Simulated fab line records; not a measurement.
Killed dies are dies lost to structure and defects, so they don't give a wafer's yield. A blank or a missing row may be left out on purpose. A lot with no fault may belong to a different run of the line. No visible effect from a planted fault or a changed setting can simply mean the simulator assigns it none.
Which tool was responsible? || flow ritCmos || 42 wafers from 14 lots sampled at 2 of the route's 202 steps

WHAT EACH GAUGE READ, for each wafer
RIT_SDANNEAL_RS_MEAS_04: the measuring method here is four-point-probe.
{"lot": "L721", "measured": "day 3 01:43", "on": "filmMetro-02", "PSD_RS (ohm/sq)": "115.78 116.19 116.10"}
{"lot": "L722", "measured": "day 3 06:02", "on": "filmMetro-01", "PSD_RS (ohm/sq)": "115.66 116.22 115.90"}
{"lot": "L724", "measured": "day 3 17:17", "on": "filmMetro-01", "PSD_RS (ohm/sq)": "115.73 116.05 115.79"}
{"lot": "L726", "measured": "day 4 03:05", "on": "filmMetro-04", "PSD_RS (ohm/sq)": "115.99 116.24 116.28"}
{"lot": "L727", "measured": "day 4 09:41", "on": "filmMetro-01", "PSD_RS (ohm/sq)": "116.08 116.10 116.07"}
{"lot": "L728", "measured": "day 4 15:49", "on": "filmMetro-01", "PSD_RS (ohm/sq)": "115.79 115.79 116.01"}
{"lot": "L729", "measured": "day 4 18:59", "on": "filmMetro-04", "PSD_RS (ohm/sq)": "116.48 116.39 116.38"}
{"lot": "L734", "measured": "day 5 20:41", "on": "filmMetro-04", "PSD_RS (ohm/sq)": "115.97 116.01 115.70"}
{"lot": "L736", "measured": "day 6 04:52", "on": "filmMetro-04", "PSD_RS (ohm/sq)": "115.89 115.83 115.75"}
{"lot": "L737", "measured": "day 6 09:34", "on": "filmMetro-02", "PSD_RS (ohm/sq)": "113.26 112.45 113.27"}
{"lot": "L739", "measured": "day 6 23:45", "on": "filmMetro-04", "PSD_RS (ohm/sq)": "113.19 112.80 112.88"}
{"lot": "L740", "measured": "day 7 04:21", "on": "filmMetro-02", "PSD_RS (ohm/sq)": "115.86 115.84 115.94"}
{"lot": "L742", "measured": "day 7 16:51", "on": "filmMetro-04", "PSD_RS (ohm/sq)": "115.61 115.82 116.08"}
{"lot": "L743", "measured": "day 7 18:29", "on": "filmMetro-01", "PSD_RS (ohm/sq)": "115.47 115.60 115.24"}

EACH LOT AND THE TOOL THAT RAN IT (in order: tool; ch and the chambers of the sampled wafers; start)
{"lot": "L721", "RIT_PSD_IMPLANT_08": "implanter-03 ch 0, day 3 00:54"}
{"lot": "L722", "RIT_PSD_IMPLANT_08": "implanter-04 ch 0, day 3 05:12"}
{"lot": "L724", "RIT_PSD_IMPLANT_08": "implanter-04 ch 0, day 3 16:28"}
{"lot": "L726", "RIT_PSD_IMPLANT_08": "implanter-03 ch 0, day 4 02:17"}
{"lot": "L727", "RIT_PSD_IMPLANT_08": "implanter-03 ch 0, day 4 08:45"}
{"lot": "L728", "RIT_PSD_IMPLANT_08": "implanter-04 ch 0, day 4 14:58"}
{"lot": "L729", "RIT_PSD_IMPLANT_08": "implanter-03 ch 0, day 4 18:10"}
{"lot": "L734", "RIT_PSD_IMPLANT_08": "implanter-03 ch 0, day 5 19:51"}
{"lot": "L736", "RIT_PSD_IMPLANT_08": "implanter-03 ch 0, day 6 03:59"}
{"lot": "L737", "RIT_PSD_IMPLANT_08": "implanter-03 ch 0, day 6 08:44"}
{"lot": "L739", "RIT_PSD_IMPLANT_08": "implanter-03 ch 0, day 6 22:56"}
{"lot": "L740", "RIT_PSD_IMPLANT_08": "implanter-04 ch 0, day 7 03:31"}
{"lot": "L742", "RIT_PSD_IMPLANT_08": "implanter-04 ch 0, day 7 15:51"}
{"lot": "L743", "RIT_PSD_IMPLANT_08": "implanter-02 ch 0, day 7 17:38"}
- RIT_PSD_IMPLANT_08

WHAT THE TOOLS THEMSELVES READ (means of the sampled wafers that have a number; where no wafer has one, the mark that the record gives instead)
RIT_PSD_IMPLANT_08.
{"lot": "L721", "tool": "implanter-03", "beamEnergyKeV": 26.996, "beamOnS (s)": 12.5}
{"lot": "L722", "tool": "implanter-04", "beamEnergyKeV": 27.003, "beamOnS (s)": 14.5}
{"lot": "L724", "tool": "implanter-04", "beamEnergyKeV": 27.004, "beamOnS (s)": 14.7}
{"lot": "L726", "tool": "implanter-03", "beamEnergyKeV": 26.996, "beamOnS (s)": 12.4}
{"lot": "L727", "tool": "implanter-03", "beamEnergyKeV": 26.990, "beamOnS (s)": 12.4}
{"lot": "L728", "tool": "implanter-04", "beamEnergyKeV": 27.006, "beamOnS (s)": 14.9}
{"lot": "L729", "tool": "implanter-03", "beamEnergyKeV": 27.013, "beamOnS (s)": 12.4}
{"lot": "L734", "tool": "implanter-03", "beamEnergyKeV": 27.002, "beamOnS (s)": 12.6}
{"lot": "L736", "tool": "implanter-03", "beamEnergyKeV": 27.009, "beamOnS (s)": 12.3}
{"lot": "L737", "tool": "implanter-03", "beamEnergyKeV": 28.389, "beamOnS (s)": 12.5}
{"lot": "L739", "tool": "implanter-03", "beamEnergyKeV": 28.378, "beamOnS (s)": 12.6}
{"lot": "L740", "tool": "implanter-04", "beamEnergyKeV": 27.006, "beamOnS (s)": 14.7}
{"lot": "L742", "tool": "implanter-04", "beamEnergyKeV": 26.996, "beamOnS (s)": 14.6}
{"lot": "L743", "tool": "implanter-02", "beamEnergyKeV": 27.004, "beamOnS (s)": 12.3}

THE ANSWER, worked out from the rows above alone
Rule: what is usual is taken from the lots themselves. Put in order of their means at a reading, lots are off if they are a third of the lots or fewer, leave a main group of 4 or more, and stand apart from it by a gap of 3 or more times the standard deviation of the main group's means; of several such gaps the widest counts. Not used: any main group whose means are identical at the precision the tables above print for the reading. A lot without any number at a reading at which 4 lots or more have one is off too. Where the step has rows for the other lots, those lots are counted as sound. Order of review: gauges by route order, followed by the tools' own readings, for which a lot's mean as printed above is used. The first step at which some lot is off is used, and at that step the reading that is off furthest; a lot without a number counts as furthest.
Off: L737, L739, seen at RIT_SDANNEAL_RS_MEAS_04 (PSD_RS). For the main group the mean is 115.93 ohm/sq and the standard deviation 0.22.
If a tool, at a process step before that reading, ran all the lots that are off and no sound lot after the first of them, it fits. The gauges at RIT_SDANNEAL_RS_MEAS_04 aren't tried: what is off there is off at RIT_PSD_IMPLANT_08 too, on other tools, and a gauge's error can't cause that. One candidate fits, namely implanter-03 at RIT_PSD_IMPLANT_08. Its last sound lot is L736 (day 6 03:59), its first lot that is off L737 (day 6 08:44): a fault that began between those two fits.
On the lots that are off, the tool's own readings at RIT_PSD_IMPLANT_08 differ by more than 5 times the standard deviation of the sound lots' means, which bears it out; beamEnergyKeV reads 28.383 there versus 27.002 on the sound lots.

WHAT THE SIMULATOR HAD PUT IN
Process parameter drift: implanter-03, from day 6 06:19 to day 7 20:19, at RIT_PSD_IMPLANT_08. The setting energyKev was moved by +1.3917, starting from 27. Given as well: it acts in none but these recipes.
Struck lots among those shown: L737, L739. The rule given above showed the same thing.
